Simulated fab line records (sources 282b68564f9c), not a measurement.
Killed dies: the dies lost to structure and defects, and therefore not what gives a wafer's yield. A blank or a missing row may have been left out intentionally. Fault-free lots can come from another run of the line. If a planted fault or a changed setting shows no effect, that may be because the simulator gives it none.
Commonality check across tools + flow rit_cmos + Lots sampled 14, wafers sampled 42

THE REASON FOR OPENING IT
2 of 14 lots carry a flag on the reading PWELL_TW at RIT_PWELL_TW_MEAS_10. Wafers without a fault read 951, standard deviation 6.8.
Rule: a lot gets a flag if all its wafers with a number sit over 4 standard deviations from that mean, or if no wafer of it has a number. As for the other lots, they are considered sound.

| lot  | measured    | on            | PWELL_TW, wafer by wafer | flag    |
|------|-------------|---------------|--------------------------|---------|
| L935 | day 2 07:40 | film_metro-01 | 955 960 956              |         |
| L936 | day 2 07:57 | film_metro-04 | 947 952 952              |         |
| L937 | day 2 15:55 | film_metro-01 | 957 959 960              |         |
| L938 | day 2 17:36 | film_metro-04 | 949 942 940              |         |
| L940 | day 3 02:56 | film_metro-04 | 943 943 947              |         |
| L941 | day 3 07:54 | film_metro-04 | 940 946 952              |         |
| L942 | day 3 14:58 | film_metro-04 | 945 940 945              |         |
| L944 | day 3 22:31 | film_metro-01 | 961 960 957              |         |
| L943 | day 3 22:36 | film_metro-02 | 888 883 887              | FLAGGED |
| L948 | day 4 17:14 | film_metro-02 | 882 881 881              | FLAGGED |
| L950 | day 5 08:17 | film_metro-04 | 947 948 951              |         |
| L952 | day 5 15:38 | film_metro-04 | 944 942 942              |         |
| L954 | day 6 01:52 | film_metro-02 | 948 953 951              |         |
| L957 | day 6 16:08 | film_metro-01 | 956 963 953              |         |
The numbers of the flagged lots are 884 on average: -67 against the usual, or -10 standard deviations.

EACH LOT AND THE TOOL IT RAN ON
The record keeps 1 process step preceding the reading, out of 202 steps on the route. Each cell gives the tool, then ch followed by the chambers the sampled wafers passed through, then the start.
| lot  | flag    | RIT_PWELL_IMPLANT_08           |
|------|---------|--------------------------------|
| L935 |         | implanter-04 ch 0, day 2 07:22 |
| L936 |         | implanter-02 ch 0, day 2 07:39 |
| L937 |         | implanter-03 ch 0, day 2 15:38 |
| L938 |         | implanter-02 ch 0, day 2 17:17 |
| L940 |         | implanter-03 ch 0, day 3 02:37 |
| L941 |         | implanter-02 ch 0, day 3 07:37 |
| L942 |         | implanter-02 ch 0, day 3 14:38 |
| L944 |         | implanter-03 ch 0, day 3 22:13 |
| L943 | FLAGGED | implanter-02 ch 0, day 3 22:17 |
| L948 | FLAGGED | implanter-02 ch 0, day 4 16:56 |
| L950 |         | implanter-03 ch 0, day 5 07:58 |
| L952 |         | implanter-04 ch 0, day 5 15:20 |
| L954 |         | implanter-03 ch 0, day 6 01:35 |
| L957 |         | implanter-04 ch 0, day 6 15:51 |
These steps, and what they do:
- RIT_PWELL_IMPLANT_08
- RIT_PWELL_TW_MEAS_10

FLAGGED AGAINST TOTAL, ONE TOOL AT A TIME (gauges that did the reading follow at the end)
| step                 | tool          | lots run | flagged | share of the flagged lots | sound lots run after its first flagged lot |
|----------------------|---------------|----------|---------|---------------------------|--------------------------------------------|
| RIT_PWELL_IMPLANT_08 | implanter-02  | 6        | 2       | all                       | 0                                          |
| RIT_PWELL_IMPLANT_08 | implanter-03  | 5        | 0       | none                      | -                                          |
| RIT_PWELL_IMPLANT_08 | implanter-04  | 3        | 0       | none                      | -                                          |
| RIT_PWELL_TW_MEAS_10 | film_metro-01 | 4        | 0       | none                      | -                                          |
| RIT_PWELL_TW_MEAS_10 | film_metro-02 | 3        | 2       | all                       | 1 (L954)                                   |
| RIT_PWELL_TW_MEAS_10 | film_metro-04 | 7        | 0       | none                      | -                                          |

WHAT THE TABLE PERMITS
implanter-02 at RIT_PWELL_IMPLANT_08 and film_metro-02 at RIT_PWELL_TW_MEAS_10 are the 2 rows of the table that ran each flagged lot.
- implanter-02 at RIT_PWELL_IMPLANT_08: 2 of its 6 lots flagged. Its last sound lot is L942 (day 3 14:38), its first flagged lot L943 (day 3 22:17): a fault that began between those two fits. Its own readings lie more than 4 standard deviations out on every wafer of the flagged lots: dose_ions_cm2, faraday_current_uA.
- film_metro-02 at RIT_PWELL_TW_MEAS_10: 2 of its 3 lots flagged. Sound lots ran on it after the first flagged one (L954), which a lasting fault on the whole tool wouldn't allow.
One tool is left: implanter-02 at RIT_PWELL_IMPLANT_08.

WHAT WAS PUT IN BY THE SIMULATOR
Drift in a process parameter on implanter-02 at RIT_PWELL_IMPLANT_08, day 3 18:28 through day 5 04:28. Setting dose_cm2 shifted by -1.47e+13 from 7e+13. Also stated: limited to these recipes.
Shown lots that were struck: L943, L948. The same result came from the rule above.
